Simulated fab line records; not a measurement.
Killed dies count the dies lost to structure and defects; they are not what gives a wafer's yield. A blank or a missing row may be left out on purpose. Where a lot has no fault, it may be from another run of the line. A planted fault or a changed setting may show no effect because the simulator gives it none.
Struck lot and sound lot, side by side ; flow rit cmos ; 39 steps out of a route of 202
Sound: the wafers L709.1, L709.2, L709.6. Struck: wafers L713.1, L713.4, L713.6. At the end, the cause is stated.
Per side, at each step with rows, come the tool, then ch with its chambers, and then its first start. Under that, the readings that differ: sound wafers ; struck wafers ; difference of the means ; sigmas: that difference in standard deviations of wafers without a fault.
alike: readings with means less than 2 such deviations apart, plus words and numbers identical on both sides. not compared: withheld readings, readings lacking a value on some wafer, bounds such as >300 that could conceal the same value, and numbers that have no deviation in the record and whose values overlap.
A row with sigmas, a row that says differs or no value, or rows on one side alone: a step with any of these is where the two part. Numbers that don't overlap but have no deviation are shown without sigmas and don't part them. A reading that every wafer of one side lacks parts them only if that side has two wafers or more.

first, 3 steps without rows for these wafers: RIT_GATE_EXPOSE_13 (exposes mask M6, target cd 150 nm); RIT_GATE_PEB_14; RIT_GATE_DEVELOP_15 (develop time 50 s).
RIT_GATE_CD_MEAS_16: the cd target is 150 nm.
  struck on cd sem-02, day 4 10:22; sound on cd sem-01, day 3 14:01
  alike: cd nm
RIT_GATE_OVL_MEAS_17:
  struck on overlay-02, day 4 10:29; sound on overlay-02, day 3 14:08
  alike: GATE_OVL
then, 1 step without rows for these wafers: RIT_GATE_HARDBAKE_18 (time 60 s).
RIT_GATE_ETCH_19: etches poly-Si in SF6/CHF3/O2, stops on SiO2, time 165 s, target depth 312.5 nm.
  sound on rie si-01 ch 1,3, day 3 14:19; struck on rie si-01 ch 1,2,3, day 4 10:41
  alike: CHF3_flow_sccm, drypump motor current A, oes product au, throttle valve pct
  not compared: rf hours counter h
RIT_GATE_STRIP_20: strips in O2, time 180 s.
  sound on plasma asher-01 ch 0,1, day 3 14:25; struck on plasma asher-01 ch 0,1, day 4 10:47
  alike: drypump motor current A
  not compared: rf hours counter h
RIT_GATE_CD_MEAS_90: the cd target is 150 nm.
  struck on cd sem-01, day 4 10:58; sound on cd sem-01, day 3 14:36
  alike: cd nm
then, 3 steps without rows for these wafers: RIT_REOX_CLEAN_00 (cleans in SC1, time 600 s); RIT_REOX_CLEAN_01 (cleans in dHF, time 30 s); RIT_REOX_CLEAN_02 (cleans in SC2, time 600 s).
RIT_REOX_OXIDATION_03: target thk 25.2 nm, ox time 5580 s.
  sound on furnace-03 ch 0, day 3 15:29; struck on furnace-04 ch 0, day 4 11:33
reading;sound;struck;difference;sigmas
spike tc centre C (C);906.9 906.3 905.0;912.1 911.3 911.3;+5.5;+3
spike tc source C (C);924.3 923.9 925.1;933.5 933.5 932.2;+8.6;+8
tube center temp C (C);900.14 899.96 899.92;908.05 908.07 908.11;+8.07;+98
tube_center_temp_C_max;902.2 902.4 901.9;909.8 910.1 911.7;+8.4;+20
model.SiO2_of_REOX_OXIDATION_03.thk nm (nm);24.21 24.18 23.92;27.91 27.67 27.94;+3.74;
RIT_REOX_THK_MEAS_04:
  struck on film metro-01, day 4 14:06; sound on film metro-01, day 3 18:02
reading;sound;struck;difference;sigmas
REOX_OXIDE_THK (nm);24.2 24.2 23.9;27.9 27.6 27.9;+3.7;+7
then, 6 steps without rows for these wafers: RIT_NLDD_HMDS_00 (prime time 60 s); RIT_NLDD_COAT_01 (resist thk 1000 nm); RIT_NLDD_SOFTBAKE_02 (time 60 s); RIT_NLDD_EXPOSE_03 (exposes mask M7, target cd 40700 nm); RIT_NLDD_PEB_04; RIT_NLDD_DEVELOP_05 (develop time 50 s).
RIT_NLDD_OVL_MEAS_06:
  struck on overlay-02, day 4 15:08; sound on overlay-01, day 3 19:15
reading;sound;struck;difference;sigmas
NLDD_OVL (nm);3.4 3.8 3.2;-0.7 1.5 0.6;-3.0;-2
then, 2 steps without rows for these wafers: RIT_NLDD_HARDBAKE_07 (time 60 s); RIT_NLDD_IMPLANT_08.
RIT_NLDD_STRIP_09: strips in O2, time 180 s.
  sound on plasma asher-03 ch 0,1, day 3 19:35; struck on plasma asher-03 ch 1, day 4 15:28
  alike: drypump motor current A
  not compared: rf hours counter h
RIT_NLDD_TW_MEAS_10:
  struck on film metro-04, day 4 15:39; sound on film metro-04, day 3 19:46
  alike: NLDD_TW
then, 6 steps without rows for these wafers: RIT_PLDD_HMDS_00 (prime time 60 s); RIT_PLDD_COAT_01 (resist thk 1000 nm); RIT_PLDD_SOFTBAKE_02 (time 60 s); RIT_PLDD_EXPOSE_03 (exposes mask M8, target cd 40900 nm); RIT_PLDD_PEB_04; RIT_PLDD_DEVELOP_05 (develop time 50 s).
RIT_PLDD_OVL_MEAS_06:
  struck on overlay-01, day 4 16:42; sound on overlay-02, day 3 20:40
  alike: PLDD_OVL
then, 2 steps without rows for these wafers: RIT_PLDD_HARDBAKE_07 (time 60 s); RIT_PLDD_IMPLANT_08.
RIT_PLDD_STRIP_09: strips in O2, time 180 s.
  sound on plasma asher-02 ch 0,1, day 3 21:01; struck on plasma asher-04 ch 0,1, day 4 17:02
  alike: drypump motor current A
  not compared: rf hours counter h
RIT_PLDD_TW_MEAS_10:
  struck on film metro-02, day 4 17:13; sound on film metro-03, day 3 21:11
  alike: PLDD_TW
RIT_SPACER_CLEAN_00: cleans in SC1, time 600 s.
  sound on wet bench-01 ch 3, day 3 21:14; struck on wet bench-01 ch 2, day 4 17:16
reading;sound;struck;difference;sigmas
model.SiO2_of_REOX_OXIDATION_03.thk nm (nm);22.37 22.33 22.1;25.76 25.55 25.8;+3.44;
then, 1 step without rows for these wafers: RIT_SPACER_CLEAN_01 (cleans in dHF, time 30 s).
RIT_M1_PROBE_99:
  struck on prober-02, day 5 06:27; sound on prober-01, day 4 11:40
reading;sound;struck;difference;sigmas
model.etest.pmos turned.r on ohm um;3388 3386 3348;4300 4198 4376;+917;
model.etest.pmos_0p3.r on ohm um;6259 6296 6199;6907 6798 6999;+650;
model.etest.pmos_0p15.r on ohm um;2737 2753 2743;3239 3174 3303;+494;
model.etest.pldd.rs ohm sq;506.6 505.9 494.7;742 731 745.3;+237;
model.etest.nmos_0p3.r on ohm um;2132 2127 2125;2228 2224 2286;+118;
model.etest.nmos_0p15.r on ohm um;1111 1082 1100;1207 1173 1217;+101;
model.etest.pldd.line ohm um;159.1 158.1 155.9;230.5 231.2 232.1;+73.6;
model.etest.nmos turned.drive ua um;350.8 344.7 350.8;272.3 278.8 263.6;-77.2;
  alike: killed at contacts, killed at front end, killed dies, killed open, killed short

WHERE THEY PART
Last at RIT_NLDD_OVL_MEAS_06 as far as this record goes, first at RIT_REOX_OXIDATION_03. Later steps at which nothing parts them and some readings are alike: RIT_NLDD_STRIP_09, RIT_NLDD_TW_MEAS_10, RIT_PLDD_OVL_MEAS_06, RIT_PLDD_STRIP_09, RIT_PLDD_TW_MEAS_10, RIT_M1_PROBE_99.

WHY: the cause the simulator had injected
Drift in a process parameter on furnace-04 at RIT_REOX_OXIDATION_03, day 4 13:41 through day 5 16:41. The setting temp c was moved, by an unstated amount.
